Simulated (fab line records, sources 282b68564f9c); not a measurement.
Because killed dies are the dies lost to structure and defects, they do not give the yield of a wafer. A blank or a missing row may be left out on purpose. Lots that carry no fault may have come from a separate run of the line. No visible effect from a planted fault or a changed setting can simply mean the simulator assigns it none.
A struck lot beside a sound one | flow rit-cmos | 43 steps out of a route of 202
Sound: these wafers, L660.1, L660.3, L660.5. The struck wafers were L674.2, L674.4, L674.6. The cause is given at the end.
Per side, at each step with rows, come the tool, then ch with its chambers, and then its first start. Under that, the readings that differ: sound wafers | struck wafers | difference of the means | sigmas: that difference in standard deviations of wafers without a fault.
alike: same words and numbers on both sides, and readings whose means sit less than 2 such deviations apart. not compared: any withheld reading, any reading some wafer has no value for, any bound like >300 that may hide the same value, and any number with overlapping values for which the record gives no deviation.
Wherever a step has rows on one side only, a row that says differs or no value, or a row with sigmas, the two part there. Numbers that have no deviation but don't overlap get no sigmas and don't part them. Lack of a reading on every wafer of one side parts them only where that side has two or more wafers.

first, 6 steps without rows for these wafers: RIT_ACTIVE_HMDS_05 (prime time 60 s); RIT_ACTIVE_COAT_06 (resist thk 1000 nm); RIT_ACTIVE_SOFTBAKE_07 (time 60 s); RIT_ACTIVE_EXPOSE_08 (exposes mask M1, target cd 1400 nm); RIT_ACTIVE_PEB_09; RIT_ACTIVE_DEVELOP_10 (develop time 50 s).
RIT_ACTIVE_CD_MEAS_11: the cd target is 1400 nm.
  sound: cd-sem-01 at day 1 14:46; struck: cd-sem-01 at day 4 16:01
  alike: cd-nm
then, 1 step without rows for these wafers: RIT_ACTIVE_HARDBAKE_12 (time 60 s).
RIT_ACTIVE_ETCH_13: etches Si3N4 in SF6, stops on SiO2, time 210 s, target depth 210 nm.
  sound on rie-diel-04 ch 0,1,2, day 1 15:02; struck on rie-diel-01 ch 2,3, day 4 16:16
  alike: drypump-motor-current-A, oes-product-au, throttle-valve-pct
  not compared: rf-hours-counter-h
RIT_ACTIVE_STRIP_14: strips in O2, time 180 s.
  sound on plasma-asher-03 ch 0,1, day 1 15:10; struck on plasma-asher-01 ch 0,1, day 4 16:25
  alike: drypump-motor-current-A
  not compared: rf-hours-counter-h
RIT_ACTIVE_CD_MEAS_90: the cd target is 1400 nm.
  sound: cd-sem-01 at day 1 15:20; struck: cd-sem-01 at day 4 16:36
  alike: cd-nm
then, 1 step without rows for these wafers: RIT_ACTIVE_CLEAN_15 (cleans in SC1, time 600 s).
RIT_ACTIVE_CLEAN_16: cleans in dHF, time 30 s.
  sound on wet-bench-04 ch 0, day 1 15:38; struck on wet-bench-04 ch 3, day 4 16:53
then, 2 steps without rows for these wafers: RIT_ACTIVE_CLEAN_17 (cleans in SC2, time 600 s); RIT_FOX1_OXIDATION_00 (target thk 350.7 nm, ox time 1130 s).
RIT_FOX1_THK_MEAS_01:
  sound: film-metro-03 at day 1 17:20; struck: film-metro-01 at day 4 18:23
  alike: FOX1_OXIDE_THK
then, 2 steps without rows for these wafers: RIT_FOX1_WET_ETCH_02 (etches SiO2 in BOE, target depth 350 nm, time 390 s); RIT_FOX2_OXIDATION_00 (target thk 350.7 nm, ox time 1130 s).
RIT_FOX2_THK_MEAS_01:
  sound: film-metro-01 at day 1 20:08; struck: film-metro-01 at day 4 20:08
  alike: FOX2_OXIDE_THK
then, 2 steps without rows for these wafers: RIT_FOX2_CLEAN_02 (cleans in dHF, time 180 s); RIT_FOX2_WET_ETCH_03 (etches Si3N4 in H3PO4, target depth 195 nm, time 2700 s).
RIT_FOX2_THK_MEAS_90:
  sound: film-metro-01 at day 1 21:01; struck: film-metro-01 at day 4 21:05
  alike: FIELD_OXIDE_LEFT_1_THK
then, 6 steps without rows for these wafers: RIT_NWELL_HMDS_00 (prime time 60 s); RIT_NWELL_COAT_01 (resist thk 1300 nm); RIT_NWELL_SOFTBAKE_02 (time 60 s); RIT_NWELL_EXPOSE_03 (exposes mask M2, target cd 43900 nm); RIT_NWELL_PEB_04; RIT_NWELL_DEVELOP_05 (develop time 68 s).
RIT_NWELL_OVL_MEAS_06:
  sound: overlay-02 at day 1 22:23; struck: overlay-01 at day 4 22:10
  alike: NWELL_OVL
then, 2 steps without rows for these wafers: RIT_NWELL_HARDBAKE_07 (time 120 s); RIT_NWELL_IMPLANT_08.
RIT_NWELL_STRIP_09: strips in O2, time 180 s.
  sound on plasma-asher-02 ch 1, day 1 22:49; struck on plasma-asher-04 ch 1, day 4 22:35
  alike: drypump-motor-current-A
  not compared: rf-hours-counter-h
RIT_NWELL_TW_MEAS_10:
  sound: film-metro-01 at day 1 22:59; struck: film-metro-04 at day 4 22:46
  reading  | sound          | struck         | difference | sigmas
  NWELL_TW | 2115 2123 2107 | 2184 2175 2172 | +62        | +3
then, 6 steps without rows for these wafers: RIT_PWELL_HMDS_00 (prime time 60 s); RIT_PWELL_COAT_01 (resist thk 1300 nm); RIT_PWELL_SOFTBAKE_02 (time 60 s); RIT_PWELL_EXPOSE_03 (exposes mask M3, target cd 43700 nm); RIT_PWELL_PEB_04; RIT_PWELL_DEVELOP_05 (develop time 68 s).
RIT_PWELL_OVL_MEAS_06:
  sound: overlay-02 at day 1 23:56; struck: overlay-02 at day 4 23:43
  alike: PWELL_OVL
then, 2 steps without rows for these wafers: RIT_PWELL_HARDBAKE_07 (time 120 s); RIT_PWELL_IMPLANT_08.
RIT_M1_PROBE_99:
  sound: prober-01 at day 3 10:41; struck: prober-01 at day 6 13:47
  reading             | sound   | struck   | difference | sigmas
  killed-at-front-end | 7 11 12 | 19 19 18 | +9         | +3
  killed-dies         | 7 11 12 | 19 19 18 | +9         | +3
  killed-on-rim       | 2 3 5   | 8 9 7    | +5         | +3
  killed-open         | 4 6 8   | 1 1 1    | -5         | -3
  alike: killed-at-contacts, killed-short

== WHERE THEY PART ==
Last at RIT_M1_PROBE_99 as far as this record goes, first at RIT_NWELL_TW_MEAS_10.

WHY: what had been put in by the simulator
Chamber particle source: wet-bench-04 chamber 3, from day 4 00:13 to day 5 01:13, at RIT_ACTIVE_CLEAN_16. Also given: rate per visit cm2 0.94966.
